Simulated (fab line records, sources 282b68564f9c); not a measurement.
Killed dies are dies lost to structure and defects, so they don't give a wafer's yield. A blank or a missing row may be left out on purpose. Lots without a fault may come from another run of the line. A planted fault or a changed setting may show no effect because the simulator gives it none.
Which tool did it? | flow rit_cmos | 7 lots, 21 wafers sampled, at 3 steps of a route of 202

WHAT THE GAUGES READ, wafer by wafer
RIT_GATE_THK_MEAS_09.
lot  | measured    | on            | GATE_POLY_THK (nm)
L409 | day 2 21:03 | film_metro-01 | 251.0 247.9 250.3
L411 | day 3 08:51 | film_metro-01 | 249.4 249.7 250.3
L415 | day 4 03:04 | film_metro-02 | 223.8 223.2 224.7 224.1 223.1 224.9
L422 | day 5 14:04 | film_metro-01 | 251.3 251.1 252.0
L424 | day 6 03:04 | film_metro-01 | 249.6 248.5 248.3
L427 | day 6 15:09 | film_metro-03 | 247.6 248.1 249.4
L430 | day 7 07:00 | film_metro-02 | 248.1 246.9 247.7

WHICH TOOL RAN EACH LOT (tool, then ch and the chambers of the sampled wafers, then the start)
lot  | RIT_ACTIVE_STRIP_14                 | RIT_GATE_CVD_08
L409 | plasma_asher-03 ch 0,1, day 2 00:50 | lpcvd-01 ch 0, day 2 19:26
L411 | plasma_asher-04 ch 0,1, day 2 10:50 | lpcvd-02 ch 1, day 3 07:13
L415 | plasma_asher-03 ch 0,1, day 3 07:06 | lpcvd-01 ch 1, day 4 01:26
L422 | plasma_asher-01 ch 0,1, day 4 17:50 | lpcvd-02 ch 0, day 5 12:26
L424 | plasma_asher-03 ch 0,1, day 5 03:58 | lpcvd-02 ch 0, day 6 01:27
L427 | plasma_asher-01 ch 0,1, day 5 18:50 | lpcvd-02 ch 1, day 6 13:32
L430 | plasma_asher-03 ch 0,1, day 6 09:50 | lpcvd-01 ch 0, day 7 04:35
- RIT_ACTIVE_STRIP_14: strips in O2, time 180 s.
- RIT_GATE_CVD_08: deposits poly-Si from SiH4, target thk 250 nm, time 2220 s.

THE ANSWER, worked out from the rows above alone
Rule: what is usual is taken from the lots themselves. Put in order of their means at a reading, lots are off if they are a third of the lots or fewer, leave a main group of 4 or more, and stand apart from it by a gap of 3 or more times the standard deviation of the main group's means; of several such gaps the widest counts. A main group whose means are all the same, to the digits that the tables above print for the reading, isn't used. A lot without any number at a reading at which 4 lots or more have one is off too. The other lots that the step has rows for count as sound.
Off: L415, at RIT_GATE_THK_MEAS_09 (GATE_POLY_THK). The main group: mean 249.3 nm, standard deviation 1.2.
A tool fits if, at a process step before that reading, it ran every lot that is off, and no sound lot after the first of them. The gauges at RIT_GATE_THK_MEAS_09 are tried like those tools. None of those tried fits.

WHAT THE SIMULATOR HAD PUT IN
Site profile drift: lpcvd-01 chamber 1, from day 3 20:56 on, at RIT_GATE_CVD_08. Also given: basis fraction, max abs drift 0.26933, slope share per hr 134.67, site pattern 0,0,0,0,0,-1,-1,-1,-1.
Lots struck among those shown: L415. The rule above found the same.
